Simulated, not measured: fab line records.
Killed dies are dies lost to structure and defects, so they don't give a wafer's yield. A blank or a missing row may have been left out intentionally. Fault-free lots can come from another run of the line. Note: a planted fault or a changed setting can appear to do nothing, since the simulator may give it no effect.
Which of the tools did it? + flow berkeleyCmos170 + 21 wafers from 7 lots sampled at 2 of the route's 331 steps

== WHAT EACH GAUGE READ, for each wafer ==
UCB170_NLDD_CD_MEAS_06: the cd target is 1200 nm.
| lot  | measured     | on       | cdNm (nm)            |
|------|--------------|----------|----------------------|
| L917 | day 5 18:32  | cdSem-01 | 1200.6 1201.7 1202.0 |
| L919 | day 6 09:19  | cdSem-02 | 1199.3 1198.4 1198.5 |
| L920 | day 7 01:29  | cdSem-01 | 1198.0 1199.4 1200.3 |
| L927 | day 7 18:34  | cdSem-01 | 1200.0 1199.0 1200.4 |
| L928 | day 8 07:01  | cdSem-01 | 1197.9 1198.6 1198.3 |
| L937 | day 10 06:07 | cdSem-02 | 1222.1 1222.6 1222.3 |
| L938 | day 10 20:48 | cdSem-01 | 1219.9 1220.8 1221.4 |

== TOOL THAT RAN EACH LOT (tool first, then ch and the chambers of the sampled wafers, then the start) ==
| lot  | UCB170_NLDD_PEB_04               |
|------|----------------------------------|
| L917 | lithoTrack-04 ch 0, day 5 18:16  |
| L919 | lithoTrack-04 ch 0, day 6 09:03  |
| L920 | lithoTrack-02 ch 0, day 7 01:11  |
| L927 | lithoTrack-03 ch 0, day 7 18:17  |
| L928 | lithoTrack-03 ch 0, day 8 06:45  |
| L937 | lithoTrack-03 ch 0, day 10 05:51 |
| L938 | lithoTrack-03 ch 0, day 10 20:32 |
- UCB170_NLDD_PEB_04

== THE ANSWER, worked out from the rows above alone ==
Rule: usual is defined by the lots themselves. Put in order of their means at a reading, lots are off if they are a third of the lots or fewer, leave a main group of 4 or more, and stand apart from it by a gap of 3 or more times the standard deviation of the main group's means; of several such gaps the widest counts. A main group whose means are all the same, to the digits that the tables above print for the reading, isn't used. Also off: a lot with no number at a reading for which 4 or more lots have one. Where the step has rows for the other lots, those lots are counted as sound.
Off: L937, L938 (UCB170_NLDD_CD_MEAS_06, cdNm). Mean 1199.5 nm and standard deviation 1.1 in the main group.
A tool fits if, at a process step before that reading, it ran every lot that is off, and no sound lot after the first of them. Those tools and the gauges at UCB170_NLDD_CD_MEAS_06 are tried in the same way. One fits: lithoTrack-03 at UCB170_NLDD_PEB_04. Its last sound lot is L928 (day 8 06:45), its first lot that is off L937 (day 10 05:51): a fault that began between those two fits.

== WHAT THE SIMULATOR HAD INSERTED ==
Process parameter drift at UCB170_NLDD_PEB_04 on lithoTrack-03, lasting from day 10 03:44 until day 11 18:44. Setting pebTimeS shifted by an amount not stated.
Shown lots that were struck: L937, L938. The same result came from the rule above.
